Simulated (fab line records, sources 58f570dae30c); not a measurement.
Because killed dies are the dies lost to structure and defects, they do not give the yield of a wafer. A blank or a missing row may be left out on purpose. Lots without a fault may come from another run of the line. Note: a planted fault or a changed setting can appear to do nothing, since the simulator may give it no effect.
The tool behind it: which one?	flow berkeleyCmos170	7 lots, 21 wafers sampled, at 1 step of a route of 331

WHAT THE GAUGES READ, wafer by wafer
UCB170_FIELD_THK_MEAS_90.
lot	measured	on	FIELD_OXIDE_LEFT_1_THK (nm)
L654	day 5 21:06	filmMetro-03	456 461 468
L657	day 6 15:21	filmMetro-01	453 444 454
L660	day 7 02:50	filmMetro-01	431 437 434
L665	day 8 06:25	filmMetro-01	443 446 444
L663	day 8 06:30	filmMetro-01	434 441 430
L669	day 9 02:20	filmMetro-04	430 435 431
L673	day 10 08:58	filmMetro-03	456 448 452

EACH LOT AND THE TOOL THAT RAN IT (in order: tool; ch and the chambers of the sampled wafers; start)
No process step before these readings appears in the record.

THE ANSWER, worked out from the rows above alone
Rule: usual is defined by the lots themselves. Put in order of their means at a reading, lots are off if they are a third of the lots or fewer, leave a main group of 4 or more, and stand apart from it by a gap of 3 or more times the standard deviation of the main group's means; of several such gaps the widest counts. The tables above print the reading to a certain number of digits; a main group whose means all agree to those digits is not used. Also off: a lot with no number at a reading for which 4 or more lots have one. The other lots that the step has rows for count as sound.
No lot is off on any of the readings shown, so nothing can be concluded from this.

WHAT THE SIMULATOR PUT IN
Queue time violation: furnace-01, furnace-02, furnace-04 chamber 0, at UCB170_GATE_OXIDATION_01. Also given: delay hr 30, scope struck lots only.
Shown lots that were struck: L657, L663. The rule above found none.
